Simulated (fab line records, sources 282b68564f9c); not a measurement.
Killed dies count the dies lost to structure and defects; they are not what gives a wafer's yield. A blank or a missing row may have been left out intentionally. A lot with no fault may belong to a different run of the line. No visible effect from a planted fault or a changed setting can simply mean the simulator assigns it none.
Split-lot trial	flow ritCmos	5 lots, 23 wafers read, on a route of 202 steps

== ABOUT THE SPLIT ==
At RIT_PLDD_SOFTBAKE_02 (time 60 s), the setting tempC was moved away from the recipe's 90 C on 8 of the 23 wafers read, by -4.0% to +3.3%. For the rest of the wafers, this setting stayed at what the recipe calls for.

== FROM THE SPLIT TO THE READING: what the file shows between them, 2 steps ==
- RIT_PLDD_EXPOSE_03: exposes mask M8, target cd 40900 nm
- RIT_PLDD_PEB_04

== THE READING ==
NOVOLAK_of_PLDD_COAT_01.thkNm (the simulator's own value, which no gauge read), in nm, at RIT_PLDD_DEVELOP_05 (develop time 50 s). The file gives no usual value for it. The 15 wafers here that ran the recipe average 998.5 nm, standard deviation 3.6 nm.

wafer	tool, chamber at the split	tempC as run, C	against the recipe	NOVOLAK_of_PLDD_COAT_01.thkNm, nm	against lot-mates on the recipe
L074.1	lithoTrack-03, 0	90	recipe	999.2	-
L074.2	lithoTrack-03, 0	90	recipe	995.8	-
L074.4	lithoTrack-03, 0	90	recipe	995.3	-
L074.5	lithoTrack-03, 0	90	recipe	997.5	-
L074.6	lithoTrack-03, 0	90	recipe	996.7	-
L076.2	lithoTrack-04, 0	90	recipe	993.5	-
L076.3	lithoTrack-04, 0	90	recipe	994.6	-
L076.5	lithoTrack-04, 0	90	recipe	995	-
L078.1	lithoTrack-03, 0	90	recipe	1005	-
L078.2	lithoTrack-03, 0	87.13	-3.2%	1012	+8.5
L078.3	lithoTrack-03, 0	90	recipe	1002	-
L078.4	lithoTrack-03, 0	87.13	-3.2%	1009	+5.5
L078.6	lithoTrack-03, 0	87.13	-3.2%	1008	+4.5
L080.1	lithoTrack-04, 0	86.36	-4.0%	1004	+6.8
L080.3	lithoTrack-04, 0	90	recipe	998.6	-
L080.4	lithoTrack-04, 0	90	recipe	995.8	-
L080.5	lithoTrack-04, 0	86.36	-4.0%	1006	+8.8
L080.6	lithoTrack-04, 0	86.36	-4.0%	1008	+10.8
L083.1	lithoTrack-02, 0	92.93	+3.3%	1000	-3.0
L083.3	lithoTrack-02, 0	90	recipe	1004	-
L083.4	lithoTrack-02, 0	92.93	+3.3%	996.6	-6.4
L083.5	lithoTrack-02, 0	90	recipe	1002	-
L083.6	lithoTrack-02, 0	90	recipe	1003	-

FIT RESULTS
A straight line over all 23 wafers: NOVOLAK_of_PLDD_COAT_01.thkNm changes by -1.79 nm for each +1% of tempC; r = -0.68; the points scatter about the line by 4 nm.
The same after taking each lot's own level away (the mean of its wafers on the recipe; 23 wafers): -1.91 nm for each +1%; r = -0.93; scatter 1.5 nm.
According to that fit, moving tempC by its largest amount changes the reading by 7.7 nm.
From 994.37 to 1003.50 nm: that is the span of the lots' own levels, equal to 2.5 times the standard deviation above.
So the lot-to-lot level blurs the effect unless lot-mates are compared.
Check: with one of the wafers moved furthest among these (-4.0%) left out of the fit, the line predicts +8.24 nm for it against its lot-mates. It came out at +6.8 nm against them.

== THESE WAFERS: OTHER SPLITS ==
Other splits were also applied to these wafers ahead of the reading. Each is held against what the fit with the lots' levels taken away leaves over:
other split on the same wafers	wafers away from the commonest value	r with NOVOLAK_of_PLDD_COAT_01.thkNm (lot level and that fit taken away)
RIT_ACTIVE_OXIDATION_01 tempC	18	-0.12
RIT_FOX2_WET_ETCH_03 timeS	15	+0.12
RIT_PRETRO_COAT_01 spinRpm	7	+0.03
RIT_GATE_CVD_08 timeS	15	-0.06
RIT_GATE_ETCH_19 rfW	7	-0.10
RIT_NLDD_IMPLANT_08 doseCm2	10	+0.00

== THE FILE'S OWN FIT ==
NOVOLAK_of_PLDD_COAT_01.thkNm changes by -1.91 nm for each +1% of tempC, r = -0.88.
